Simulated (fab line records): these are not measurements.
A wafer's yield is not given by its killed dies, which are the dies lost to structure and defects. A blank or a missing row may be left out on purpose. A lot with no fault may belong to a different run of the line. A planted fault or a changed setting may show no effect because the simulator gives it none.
fab line records -- flow rit_cmos -- part 1 of 2: steps 1 to 38 of 48
record lots=5, wafers=15, last_day=7
route steps=202 shown PLDD@118 SPACER@125 NSD@131 PSD@142 SDANNEAL@153 NLDD@160 SILICIDE@161
lots that met no fault: from a run of the same line without faults
start_h: the number of hours between the record's first day and the start of the first shown wafer of the lot -- wait_h: hours elapsed since this lot's preceding step -- " unchanged from the row above -- L1.1+2: several wafers, shown together as one row -- - no value, or no start given -- * or withheld: withheld -- < > ~ a bound
route shown NAME@n: NAME is a module with steps in the file, n the number in the route of the first one -- usual: mean/standard deviation of fault-free wafers -- same: alike in all rows -- chamber/n: place in a boat -- sites: per-site readings -- _std_site: the values' standard deviation -- _edge_site: the outer-site mean with the inner-site mean subtracted -- radius_mm: for every site, how far away it sits from the centre of the wafer -- mask NAME#n: copy n -- behind: the most recent tool/chamber to have shaped the wafer -- hold: the reason the lot was held/the length of the hold in hours/how it ended -- device: transistor that didn't switch, given as n, p or np -- end of line: at the end of the route, the tests of the same wafers -- step lacking rows: just its recipe -- killed: not the wafer's yield, but the dies lost to structure and defects at the first sort -- map: shows each die of a wafer: x if killed, . if not, _ if none is there
set.NAME: the run value of the setting; set.NAME@STEP: its run value at that earlier step -- model.NAME: the simulator's own value behind a step, which no gauge read
certain route steps with their lots: each step a table, each wafer a row
services: from which hour (start_h, from the record's first day; less than 0 if before it) a tool's chamber was out of use, for how many hours, and why
## steps
# step RIT_PLDD_PEB_04
# recipe resist=NOVOLAK, temp_c=withheld, time_s=withheld
lot.wafer,tool,chamber,start_h,wait_h
L075.1+4+5,litho_track-03,0,67.68,0.1
L076.1+2+3,litho_track-01,0,85.74,0.1
L086.2+3+5,litho_track-02,0,130.68,0.3
L089.1+2+6,litho_track-03,0,135.77,0.1
L095.2+4+5,litho_track-01,0,153.19,0.2
# step RIT_PLDD_DEVELOP_05
# recipe resist=NOVOLAK, develop_time_s=50, dev_temp_c=23
lot.wafer,tool,chamber,start_h,wait_h
L075.1+4+5,litho_track-03,0,-,-
L076.1+2+3,litho_track-01,0,-,-
L086.2+3+5,litho_track-02,0,-,-
L089.1+2+6,litho_track-03,0,-,-
L095.2+4+5,litho_track-01,0,-,-
# step RIT_PLDD_OVL_MEAS_06
# usual PLDD_OVL=-1.0/1.4
lot.wafer,tool,chamber,start_h,wait_h,PLDD_OVL[nm]
L075.1,overlay-02,-,67.96,-,0.4
L075.4,overlay-02,-,67.96,-,-0.9
L075.5,overlay-02,-,67.96,-,-1.1
L076.1,overlay-02,-,86.02,-,-1.9
L076.2,overlay-02,-,86.02,-,-1.3
L076.3,overlay-02,-,86.02,-,-2.0
L086.2,overlay-01,-,130.94,-,-2.0
L086.3,overlay-01,-,130.94,-,-2.8
L086.5,overlay-01,-,130.94,-,-2.0
L089.1,overlay-01,-,136.05,-,-0.6
L089.2,overlay-01,-,136.05,-,-0.3
L089.6,overlay-01,-,136.05,-,0.7
L095.2,overlay-02,-,153.45,-,-0.7
L095.4,overlay-02,-,153.45,-,0.6
L095.5,overlay-02,-,153.45,-,-0.6
# step RIT_PLDD_HARDBAKE_07
# recipe resist=NOVOLAK, temp_c=140, time_s=60
lot.wafer,tool,chamber,start_h,wait_h
L075.1+4+5,litho_track-01,0,68.24,0.3
L076.1+2+3,litho_track-01,0,86.06,0.0
L086.2+3+5,litho_track-02,0,131.14,0.2
L089.1+2+6,litho_track-02,0,136.18,0.1
L095.2+4+5,litho_track-02,0,153.60,0.1
# step RIT_PLDD_IMPLANT_08
# recipe species=BF2, energy_kev=20, dose_cm2=9e+14, tilt_deg=7
# same implant_ion_amu=49
lot.wafer,tool,chamber,start_h,wait_h
L075.1+4+5,implanter-04,0,68.39,0.1
L076.1+2+3,implanter-02,0,86.21,0.1
L086.2+3+5,implanter-04,0,131.29,0.1
L089.1+2+6,implanter-02,0,136.33,0.1
L095.2+4+5,implanter-04,0,153.75,0.1
# step RIT_PLDD_STRIP_09
# recipe chemistry=O2, time_s=180, resist=NOVOLAK, platen_temp_c=withheld, power_w=500, pressure_mtorr=4000, o2_flow_sccm=4000
# usual drypump_motor_current_A=5.7/0.49, rf_refl_power_W=7.5/0.83
lot.wafer,tool,chamber,start_h,wait_h,drypump_motor_current_A,rf_hours_counter_h,rf_refl_power_W
L075.1,plasma_asher-02,0,68.54,0.1,5.5,43,7.6
L075.4,plasma_asher-02,1,68.54,0.1,6.5,-,7.9
L075.5,plasma_asher-02,0,68.54,0.1,5.5,-,8.0
L076.1,plasma_asher-02,1,86.36,0.1,6.5,45,7.9
L076.2,plasma_asher-02,0,86.36,0.1,5.5,45,8.1
L076.3,plasma_asher-02,1,86.36,0.1,6.5,-,7.8
L086.2,plasma_asher-01,0,131.42,0.1,5.9,34,7.8
L086.3,plasma_asher-01,0,131.42,0.1,6.0,-,7.9
L086.5,plasma_asher-01,1,131.42,0.1,5.0,-,6.3
L089.1,plasma_asher-02,1,136.48,0.1,6.5,3,7.8
L089.2,plasma_asher-02,0,136.48,0.1,5.5,3,8.0
L089.6,plasma_asher-02,0,136.48,0.1,5.5,-,7.4
L095.2,plasma_asher-01,0,153.87,0.1,6.0,38,8.0
L095.4,plasma_asher-01,1,153.87,0.1,5.0,-,6.7
L095.5,plasma_asher-01,1,153.87,0.1,5.0,-,6.4
# step RIT_PLDD_TW_MEAS_10
# usual PLDD_TW=2364/13
lot.wafer,tool,chamber,start_h,wait_h,PLDD_TW
L075.1,film_metro-01,-,68.72,0.1,2401
L075.4,film_metro-01,-,68.72,0.1,2388
L075.5,film_metro-01,-,68.72,0.1,2392
L076.1,film_metro-01,-,86.53,0.1,2383
L076.2,film_metro-01,-,86.53,0.1,2370
L076.3,film_metro-01,-,86.53,0.1,2365
L086.2,film_metro-03,-,131.60,0.1,2351
L086.3,film_metro-03,-,131.60,0.1,2358
L086.5,film_metro-03,-,131.60,0.1,2350
L089.1,film_metro-03,-,136.66,0.1,2354
L089.2,film_metro-03,-,136.66,0.1,2360
L089.6,film_metro-03,-,136.66,0.1,2358
L095.2,film_metro-01,-,154.06,0.1,2351
L095.4,film_metro-01,-,154.06,0.1,2362
L095.5,film_metro-01,-,154.06,0.1,2365
# step RIT_SPACER_CLEAN_00
# recipe chemistry=SC1, mix=3:3:50, time_s=600, temp_c=75
lot.wafer,tool,chamber,start_h,wait_h
L075.1+4+5,wet_bench-03,2,68.78,0.1
L076.1+2+3,wet_bench-02,0,86.59,0.1
L086.2+3+5,wet_bench-03,2,131.65,0.0
L089.1+2+6,wet_bench-01,3,136.72,0.1
L095.2+4+5,wet_bench-01,1,154.11,0.0
# step RIT_SPACER_CLEAN_01
# recipe chemistry=dHF, dilution=50:1, time_s=30
lot.wafer,tool,chamber,start_h,wait_h
L075.1+4+5,wet_bench-02,0,68.97,0.0
L076.1+2+3,wet_bench-01,2,86.77,0.0
L086.2+3+5,wet_bench-02,2,131.83,0.0
L089.1+2+6,wet_bench-03,3,136.89,0.0
L095.2+4+5,wet_bench-02,2,154.28,0.0
# step RIT_SPACER_CLEAN_02
# recipe chemistry=SC2, mix=3:3:50, time_s=600, temp_c=75, dry=n2_spin
lot.wafer,tool,chamber,start_h,wait_h
L075.1+4+5,wet_bench-03,0,69.00,0.0
L076.1+2+3,wet_bench-03,0,86.78,0.0
L086.2+3+5,wet_bench-03,3,131.86,0.0
L089.1+2+6,wet_bench-02,2,136.91,0.0
L095.2+4+5,wet_bench-02,2,154.30,0.0
# step RIT_SPACER_CVD_03
# recipe material=Si3N4, target_thk_nm=250, temp_c=810, precursor=SiH2Cl2/NH3, time_s=3300, pressure_mtorr=300, sih2cl2_flow_sccm=60, nh3_flow_sccm=150
lot.wafer,tool,chamber,start_h,wait_h
L075.1+4+5,lpcvd-02,0,69.19,0.0
L076.1+2+3,lpcvd-01,0,86.96,0.0
L086.2+3+5,lpcvd-02,1,132.04,0.0
L089.1+2+6,lpcvd-02,1,137.10,0.0
L095.2+4+5,lpcvd-01,0,155.71,1.2
# step RIT_SPACER_THK_MEAS_04
# recipe reads=Si3N4_of_SPACER_CVD_03
# usual SPACER_NITRIDE_THK=250.8/2.4
lot.wafer,tool,chamber,start_h,wait_h,SPACER_NITRIDE_THK[nm]
L075.1,film_metro-02,-,71.11,0.0,252.5
L075.4,film_metro-02,-,71.11,0.0,253.8
L075.5,film_metro-02,-,71.11,0.0,253.1
L076.1,film_metro-02,-,88.88,0.0,247.4
L076.2,film_metro-02,-,88.88,0.0,247.2
L076.3,film_metro-02,-,88.88,0.0,249.6
L086.2,film_metro-02,-,133.96,0.0,250.3
L086.3,film_metro-02,-,133.96,0.0,249.0
L086.5,film_metro-02,-,133.96,0.0,249.9
L089.1,film_metro-04,-,139.02,0.0,248.6
L089.2,film_metro-04,-,139.02,0.0,247.3
L089.6,film_metro-04,-,139.02,0.0,248.5
L095.2,film_metro-03,-,157.63,0.0,249.2
L095.4,film_metro-03,-,157.63,0.0,250.6
L095.5,film_metro-03,-,157.63,0.0,251.1
# step RIT_SPACER_ETCHBACK_05
# recipe target_depth_a=2500, SF6_flow_sccm=30, CHF3_flow_sccm=30, target=Si3N4, chemistry=SF6/CHF3, pressure_mtorr=40, rf_w=250, time_s=240, stop_on=SiO2
# usual CHF3_flow_sccm=30.01/0.096, drypump_motor_current_A=5.9/0.38, oes_product_au=0.844/0.013, throttle_valve_pct=10.29/0.11
lot.wafer,tool,chamber,start_h,wait_h,CHF3_flow_sccm,drypump_motor_current_A,oes_product_au,rf_hours_counter_h,throttle_valve_pct
L075.1,rie_diel-02,0,71.17,0.1,30.07,5.7,0.837,145,10.27
L075.4,rie_diel-02,2,71.17,0.1,29.98,6.1,0.850,153,10.15
L075.5,rie_diel-02,1,71.17,0.1,30.05,6.0,0.866,-,10.31
L076.1,rie_diel-01,0,88.94,0.1,29.93,6.3,0.838,67,10.38
L076.2,rie_diel-01,3,88.94,0.1,29.96,6.4,0.829,67,10.23
L076.3,rie_diel-01,1,88.94,0.1,29.87,5.8,0.831,47,10.27
L086.2,rie_diel-01,2,134.01,0.0,30.22,5.0,0.837,7,10.35
L086.3,rie_diel-01,3,134.01,0.0,29.89,6.3,0.835,68,10.22
L086.5,rie_diel-01,1,134.01,0.0,29.99,5.8,0.841,-,10.25
L089.1,rie_diel-02,0,139.08,0.1,30.02,5.7,0.831,146,10.28
L089.2,rie_diel-02,3,139.08,0.1,29.82,5.8,0.823,113,10.16
L089.6,rie_diel-02,0,139.08,0.1,30.07,5.7,0.831,-,10.28
L095.2,rie_diel-02,2,157.68,0.0,30.01,6.1,0.854,0,10.20
L095.4,rie_diel-02,0,157.68,0.0,29.97,5.7,0.829,146,10.28
L095.5,rie_diel-02,0,157.68,0.0,30.10,5.7,0.845,-,10.30
# step RIT_NSD_HMDS_00
# recipe prime_time_s=60, prime_temp_c=140
lot.wafer,tool,chamber,start_h,wait_h
L075.1+4+5,litho_track-02,0,71.32,0.1
L076.1+2+3,litho_track-01,0,89.09,0.1
L086.2+3+5,litho_track-02,0,134.19,0.1
L089.1+2+6,litho_track-04,0,139.31,0.2
L095.2+4+5,litho_track-01,0,157.86,0.1
# step RIT_NSD_COAT_01
# recipe resist=NOVOLAK, spin_rpm=3250, resist_thk_nm=1000
lot.wafer,tool,chamber,start_h,wait_h
L075.1+4+5,litho_track-02,0,71.47,0.1
L076.1+2+3,litho_track-01,0,89.24,0.1
L086.2+3+5,litho_track-02,0,134.34,0.1
L089.1+2+6,litho_track-04,0,139.46,0.1
L095.2+4+5,litho_track-01,0,158.01,0.1
# step RIT_NSD_SOFTBAKE_02
# recipe resist=NOVOLAK, temp_c=90, time_s=60
lot.wafer,tool,chamber,start_h,wait_h
L075.1+4+5,litho_track-02,0,71.62,0.1
L076.1+2+3,litho_track-01,0,89.39,0.1
L086.2+3+5,litho_track-02,0,134.49,0.1
L089.1+2+6,litho_track-04,0,139.61,0.1
L095.2+4+5,litho_track-01,0,158.16,0.1
# step RIT_NSD_EXPOSE_03
# recipe mask_id=M9, na=0.57, target_cd_nm=40700, dose_mj=250
# same na=0.57
lot.wafer,tool,chamber,start_h,wait_h,mask
L075.1+4+5,iline_stepper-01,0,71.90,0.2,M9#0
L076.1+2+3,iline_stepper-02,0,89.66,0.2,M9#0
L086.2+3+5,iline_stepper-01,0,134.85,0.3,M9#0
L089.1+2+6,iline_stepper-01,0,139.76,0.1,M9#0
L095.2+4+5,iline_stepper-01,0,158.30,0.1,M9#0
# step RIT_NSD_PEB_04
# recipe resist=NOVOLAK, temp_c=withheld, time_s=withheld
lot.wafer,tool,chamber,start_h,wait_h
L075.1+4+5,litho_track-04,0,72.01,0.1
L076.1+2+3,litho_track-01,0,89.78,0.1
L086.2+3+5,litho_track-02,0,134.97,0.1
L089.1+2+6,litho_track-01,0,140.07,0.3
L095.2+4+5,litho_track-02,0,158.49,0.2
# step RIT_NSD_DEVELOP_05
# recipe resist=NOVOLAK, develop_time_s=50, dev_temp_c=23
lot.wafer,tool,chamber,start_h,wait_h
L075.1+4+5,litho_track-04,0,-,-
L076.1+2+3,litho_track-01,0,-,-
L086.2+3+5,litho_track-02,0,-,-
L089.1+2+6,litho_track-01,0,-,-
L095.2+4+5,litho_track-02,0,-,-
# step RIT_NSD_OVL_MEAS_06
# usual NSD_OVL=0.1/1.5
lot.wafer,tool,chamber,start_h,wait_h,NSD_OVL[nm]
L075.1,overlay-01,-,72.30,-,-0.7
L075.4,overlay-01,-,72.30,-,-0.1
L075.5,overlay-01,-,72.30,-,0.1
L076.1,overlay-02,-,90.06,-,-1.5
L076.2,overlay-02,-,90.06,-,-0.6
L076.3,overlay-02,-,90.06,-,0.4
L086.2,overlay-01,-,135.24,-,-1.3
L086.3,overlay-01,-,135.24,-,1.5
L086.5,overlay-01,-,135.24,-,1.2
L089.1,overlay-01,-,140.35,-,1.8
L089.2,overlay-01,-,140.35,-,0.9
L089.6,overlay-01,-,140.35,-,-0.2
L095.2,overlay-01,-,158.75,-,-0.8
L095.4,overlay-01,-,158.75,-,1.5
L095.5,overlay-01,-,158.75,-,-0.1
# step RIT_NSD_HARDBAKE_07
# recipe resist=NOVOLAK, temp_c=140, time_s=60
lot.wafer,tool,chamber,start_h,wait_h
L075.1+4+5,litho_track-01,0,72.33,0.0
L076.1+2+3,litho_track-01,0,90.10,0.0
L086.2+3+5,litho_track-04,0,135.29,0.0
L089.1+2+6,litho_track-04,0,140.41,0.1
L095.2+4+5,litho_track-01,0,158.81,0.0
# step RIT_NSD_IMPLANT_08
# recipe species=P, energy_kev=25, dose_cm2=1e+15, tilt_deg=7
# same implant_ion_amu=31
lot.wafer,tool,chamber,start_h,wait_h
L075.1+4+5,implanter-03,0,72.48,0.1
L076.1+2+3,implanter-04,0,90.25,0.1
L086.2+3+5,implanter-01,0,135.44,0.1
L089.1+2+6,implanter-03,0,140.56,0.1
L095.2+4+5,implanter-04,0,158.96,0.1
# step RIT_NSD_STRIP_09
# recipe chemistry=O2, time_s=180, resist=NOVOLAK, platen_temp_c=withheld, power_w=500, pressure_mtorr=4000, o2_flow_sccm=4000
# usual drypump_motor_current_A=5.7/0.35, rf_refl_power_W=7.5/0.98
lot.wafer,tool,chamber,start_h,wait_h,drypump_motor_current_A,rf_hours_counter_h,rf_refl_power_W
L075.1,plasma_asher-03,1,72.63,0.1,5.5,35,5.9
L075.4,plasma_asher-03,1,72.63,0.1,5.5,-,5.8
L075.5,plasma_asher-03,0,72.63,0.1,5.7,-,8.7
L076.1,plasma_asher-02,0,90.40,0.1,5.5,45,7.8
L076.2,plasma_asher-02,1,90.40,0.1,6.5,45,7.5
L076.3,plasma_asher-02,0,90.40,0.1,5.5,-,7.9
L086.2,plasma_asher-03,0,135.57,0.1,5.7,42,8.5
L086.3,plasma_asher-03,0,135.57,0.1,5.7,-,8.6
L086.5,plasma_asher-03,0,135.57,0.1,5.7,-,8.6
L089.1,plasma_asher-03,0,140.71,0.1,5.7,43,8.5
L089.2,plasma_asher-03,1,140.71,0.1,5.6,43,6.1
L089.6,plasma_asher-03,0,140.71,0.1,5.7,-,9.0
L095.2,plasma_asher-03,0,159.08,0.1,5.7,46,8.8
L095.4,plasma_asher-03,1,159.08,0.1,5.6,-,6.0
L095.5,plasma_asher-03,1,159.08,0.1,5.6,-,5.9
# step RIT_NSD_TW_MEAS_10
# usual NSD_TW=3136/15
lot.wafer,tool,chamber,start_h,wait_h,NSD_TW
L075.1,film_metro-02,-,72.81,0.1,3156
L075.4,film_metro-02,-,72.81,0.1,3146
L075.5,film_metro-02,-,72.81,0.1,3156
L076.1,film_metro-02,-,90.57,0.1,3129
L076.2,film_metro-02,-,90.57,0.1,3139
L076.3,film_metro-02,-,90.57,0.1,3159
L086.2,film_metro-03,-,135.75,0.1,3138
L086.3,film_metro-03,-,135.75,0.1,3127
L086.5,film_metro-03,-,135.75,0.1,3142
L089.1,film_metro-01,-,140.89,0.1,3160
L089.2,film_metro-01,-,140.89,0.1,3145
L089.6,film_metro-01,-,140.89,0.1,3146
L095.2,film_metro-01,-,159.27,0.1,3126
L095.4,film_metro-01,-,159.27,0.1,3121
L095.5,film_metro-01,-,159.27,0.1,3130
# step RIT_PSD_HMDS_00
# recipe prime_time_s=60, prime_temp_c=140
lot.wafer,tool,chamber,start_h,wait_h
L075.1+4+5,litho_track-04,0,72.87,0.1
L076.1+2+3,litho_track-04,0,90.70,0.1
L086.2+3+5,litho_track-04,0,136.04,0.3
L089.1+2+6,litho_track-04,0,140.95,0.1
L095.2+4+5,litho_track-02,0,159.34,0.1
# step RIT_PSD_COAT_01
# recipe resist=NOVOLAK, spin_rpm=3250, resist_thk_nm=1000
lot.wafer,tool,chamber,start_h,wait_h
L075.1+4+5,litho_track-04,0,73.02,0.1
L076.1+2+3,litho_track-04,0,90.85,0.1
L086.2+3+5,litho_track-04,0,136.19,0.1
L089.1+2+6,litho_track-04,0,141.10,0.1
L095.2+4+5,litho_track-02,0,159.49,0.1
# step RIT_PSD_SOFTBAKE_02
# recipe resist=NOVOLAK, temp_c=90, time_s=60
lot.wafer,tool,chamber,start_h,wait_h
L075.1+4+5,litho_track-04,0,73.17,0.1
L076.1+2+3,litho_track-04,0,91.00,0.1
L086.2+3+5,litho_track-04,0,136.34,0.1
L089.1+2+6,litho_track-04,0,141.25,0.1
L095.2+4+5,litho_track-02,0,159.64,0.1
# step RIT_PSD_EXPOSE_03
# recipe mask_id=M10, na=0.57, target_cd_nm=40900, dose_mj=250
# same na=0.57
lot.wafer,tool,chamber,start_h,wait_h,mask
L075.1+4+5,iline_stepper-01,0,73.32,0.1,M10#0
L076.1+2+3,iline_stepper-02,0,91.31,0.3,M10#0
L086.2+3+5,iline_stepper-02,0,136.61,0.2,M10#0
L089.1+2+6,iline_stepper-02,0,141.40,0.1,M10#0
L095.2+4+5,iline_stepper-02,0,159.81,0.1,M10#0
# step RIT_PSD_PEB_04
# recipe resist=NOVOLAK, temp_c=withheld, time_s=withheld
lot.wafer,tool,chamber,start_h,wait_h
L075.1+4+5,litho_track-04,0,73.43,0.1
L076.1+2+3,litho_track-02,0,91.42,0.1
L086.2+3+5,litho_track-02,0,136.82,0.2
L089.1+2+6,litho_track-02,0,141.52,0.1
L095.2+4+5,litho_track-03,0,159.93,0.1
# step RIT_PSD_DEVELOP_05
# recipe resist=NOVOLAK, develop_time_s=50, dev_temp_c=23
lot.wafer,tool,chamber,start_h,wait_h
L075.1+4+5,litho_track-04,0,-,-
L076.1+2+3,litho_track-02,0,-,-
L086.2+3+5,litho_track-02,0,-,-
L089.1+2+6,litho_track-02,0,-,-
L095.2+4+5,litho_track-03,0,-,-
# step RIT_PSD_OVL_MEAS_06
# usual PSD_OVL=-0.9/1.4
lot.wafer,tool,chamber,start_h,wait_h,PSD_OVL[nm]
L075.1,overlay-01,-,73.72,-,-1.3
L075.4,overlay-01,-,73.72,-,-3.7
L075.5,overlay-01,-,73.72,-,-0.7
L076.1,overlay-02,-,91.71,-,-1.3
L076.2,overlay-02,-,91.71,-,-1.4
L076.3,overlay-02,-,91.71,-,-2.9
L086.2,overlay-01,-,137.08,-,-1.8
L086.3,overlay-01,-,137.08,-,-4.0
L086.5,overlay-01,-,137.08,-,-1.9
L089.1,overlay-01,-,141.80,-,-2.3
L089.2,overlay-01,-,141.80,-,-0.8
L089.6,overlay-01,-,141.80,-,-1.8
L095.2,overlay-02,-,160.20,-,-1.3
L095.4,overlay-02,-,160.20,-,-0.4
L095.5,overlay-02,-,160.20,-,-0.2
# step RIT_PSD_HARDBAKE_07
# recipe resist=NOVOLAK, temp_c=140, time_s=60
lot.wafer,tool,chamber,start_h,wait_h
L075.1+4+5,litho_track-02,0,73.75,0.0
L076.1+2+3,litho_track-02,0,91.74,0.0
L086.2+3+5,litho_track-04,0,137.14,0.0
L089.1+2+6,litho_track-02,0,141.83,0.0
L095.2+4+5,litho_track-03,0,160.25,0.0
# step RIT_PSD_IMPLANT_08
# recipe species=BF2, energy_kev=27, dose_cm2=5e+15, tilt_deg=7
# same implant_ion_amu=49
lot.wafer,tool,chamber,start_h,wait_h
L075.1+4+5,implanter-01,0,73.90,0.1
L076.1+2+3,implanter-03,0,91.89,0.1
L086.2+3+5,implanter-02,0,137.29,0.1
L089.1+2+6,implanter-03,0,141.98,0.1
L095.2+4+5,implanter-02,0,160.40,0.1
# step RIT_PSD_STRIP_09
# recipe chemistry=O2, time_s=180, resist=NOVOLAK, platen_temp_c=withheld, power_w=500, pressure_mtorr=4000, o2_flow_sccm=4000
# usual drypump_motor_current_A=5.56/0.27, rf_refl_power_W=7.3/1
lot.wafer,tool,chamber,start_h,wait_h,drypump_motor_current_A,rf_hours_counter_h,rf_refl_power_W
L075.1,plasma_asher-03,0,74.05,0.1,5.68,35,8.6
L075.4,plasma_asher-03,1,74.05,0.1,5.56,-,6.0
L075.5,plasma_asher-03,1,74.05,0.1,5.57,-,6.0
L076.1,plasma_asher-04,1,92.04,0.1,5.76,44,8.4
L076.2,plasma_asher-04,0,92.04,0.1,5.34,44,6.9
L076.3,plasma_asher-04,0,92.04,0.1,5.34,-,6.7
L086.2,plasma_asher-04,0,137.41,0.1,5.33,50,6.9
L086.3,plasma_asher-04,1,137.41,0.1,5.73,-,8.1
L086.5,plasma_asher-04,1,137.41,0.1,5.77,-,8.3
L089.1,plasma_asher-03,0,142.13,0.1,5.66,43,8.6
L089.2,plasma_asher-03,1,142.13,0.1,5.53,43,6.0
L089.6,plasma_asher-03,0,142.13,0.1,5.65,-,8.8
L095.2,plasma_asher-01,1,160.53,0.1,5.04,38,6.2
L095.4,plasma_asher-01,1,160.53,0.1,5.02,-,6.1
L095.5,plasma_asher-01,0,160.53,0.1,5.92,-,8.0
# step RIT_PSD_TW_MEAS_10
# usual PSD_TW=3446/19
lot.wafer,tool,chamber,start_h,wait_h,PSD_TW
L075.1,film_metro-01,-,74.23,0.1,3444
L075.4,film_metro-01,-,74.23,0.1,3448
L075.5,film_metro-01,-,74.23,0.1,3440
L076.1,film_metro-01,-,92.22,0.1,3451
L076.2,film_metro-01,-,92.22,0.1,3462
L076.3,film_metro-01,-,92.22,0.1,3459
L086.2,film_metro-02,-,137.60,0.1,3452
L086.3,film_metro-02,-,137.60,0.1,3444
L086.5,film_metro-02,-,137.60,0.1,3452
L089.1,film_metro-02,-,142.31,0.1,3449
L089.2,film_metro-02,-,142.31,0.1,3439
L089.6,film_metro-02,-,142.31,0.1,3445
L095.2,film_metro-02,-,160.71,0.1,3450
L095.4,film_metro-02,-,160.71,0.1,3429
L095.5,film_metro-02,-,160.71,0.1,3448
# step RIT_SDANNEAL_CLEAN_00
# recipe chemistry=SC1, mix=3:3:50, time_s=600, temp_c=75
lot.wafer,tool,chamber,start_h,wait_h
L075.1+4+5,wet_bench-02,3,74.29,0.1
L076.1+2+3,wet_bench-02,1,92.28,0.1
L086.2+3+5,wet_bench-04,2,137.65,0.0
L089.1+2+6,wet_bench-02,0,142.37,0.1
L095.2+4+5,wet_bench-03,1,160.76,0.0
# step RIT_SDANNEAL_CLEAN_01
# recipe chemistry=dHF, dilution=50:1, time_s=30
lot.wafer,tool,chamber,start_h,wait_h
L075.1+4+5,wet_bench-04,0,74.46,0.0
L076.1+2+3,wet_bench-02,3,92.45,0.0
L086.2+3+5,wet_bench-03,2,137.82,0.0
L089.1+2+6,wet_bench-03,3,142.56,0.0
L095.2+4+5,wet_bench-02,1,160.94,0.0
# step RIT_SDANNEAL_CLEAN_02
# recipe chemistry=SC2, mix=3:3:50, time_s=600, temp_c=75, dry=n2_spin
lot.wafer,tool,chamber,start_h,wait_h
L075.1+4+5,wet_bench-03,2,74.48,0.0
L076.1+2+3,wet_bench-02,3,92.47,0.0
L086.2+3+5,wet_bench-03,1,137.84,0.0
L089.1+2+6,wet_bench-02,2,142.58,0.0
L095.2+4+5,wet_bench-03,3,160.96,0.0
